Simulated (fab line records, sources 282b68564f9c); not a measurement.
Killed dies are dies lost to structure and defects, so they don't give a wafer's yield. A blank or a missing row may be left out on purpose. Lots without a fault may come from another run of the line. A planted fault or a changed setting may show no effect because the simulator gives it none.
One fault seen from 2 desks | flow rit_cmos | each desk has only its own numbers; what lay behind them comes last

THE TOOL OWNER'S DESK: lpcvd-02
The tool's own readings at RIT_GATE_CVD_08 (deposits poly-Si from SiH4, target thk 250 nm, time 2220 s): means of the sampled wafers that have a number, for each lot that ran on this tool. A lot is out of limits, marked OUT, if its mean lies more than 4 standard deviations from the usual mean; the brackets give that distance.
Columns: A = pressure_mtorr at RIT_GATE_CVD_08, usual 299.8 mTorr
lot  | first seen here | A
L234 | day 2 12:35     | 299.7
L235 | day 2 19:42     | 299.9
L236 | day 3 01:33     | 300.2
L237 | day 3 04:59     | 299.1
L238 | day 3 09:13     | 299.5
L240 | day 3 20:41     | 299.0
L242 | day 4 09:34     | 299.3
L243 | day 4 11:49     | 299.6
L244 | day 4 18:01     | 299.8
L246 | day 5 02:36     | 299.0
L248 | day 5 12:05     | 449.2 (+99 or more) OUT
L249 | day 5 19:08     | 449.9 (+99 or more) OUT
This desk's finding: out of limits on L248, L249; first on L248, day 5 12:05 (pressure_mtorr at RIT_GATE_CVD_08). In limits: L234, L235, L236, L237, L238, L240, L242, L243, L244, L246.

THE METROLOGY DESK
What the gauges read, lot by lot, whatever tool the lot ran on: means of the sampled wafers that have a number. A lot is out of limits, marked OUT, if its mean lies more than 4 standard deviations from the usual mean; the brackets give that distance.
Columns: A = GATE_POLY_THK at RIT_GATE_THK_MEAS_09, usual 251.8 nm
lot  | first seen here | A
L234 | day 2 14:12     | 253.3
L235 | day 2 21:19     | 248.5
L236 | day 3 03:11     | 254.5
L237 | day 3 06:37     | 253.8
L238 | day 3 10:49     | 251.2
L240 | day 3 22:17     | 250.1
L241 | day 4 10:27     | 245.9
L242 | day 4 11:11     | 250.8
L243 | day 4 13:26     | 251.5
L244 | day 4 19:39     | 251.5
L246 | day 5 04:13     | 253.3
L248 | day 5 13:43     | 309.1 (+27) OUT
L249 | day 5 20:44     | 309.8 (+28) OUT
L254 | day 6 20:45     | 253.1
This desk's finding: out of limits on L248, L249; first on L248, day 5 13:43 (GATE_POLY_THK at RIT_GATE_THK_MEAS_09). In limits: L234, L235, L236, L237, L238, L240, L241, L242, L243, L244, L246, L254.

PUT TOGETHER
The tool owner's desk could have raised an alarm at day 5 12:05, on L248, L249.
The metrology desk could have raised an alarm at day 5 13:43, on L248, L249.
Of the lots named, all ran RIT_GATE_CVD_08 on lpcvd-02.

WHAT THE SIMULATOR HAD PUT IN
Process parameter drift: lpcvd-02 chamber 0, from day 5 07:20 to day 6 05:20, at RIT_GATE_CVD_08. Setting pressure_mtorr, moved by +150, from 300. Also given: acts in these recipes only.
Lots struck among those shown: L248, L249.
Hours from the fault's start to each desk's first reading out of limits: the tool owner's desk, 5; the metrology desk, 6.
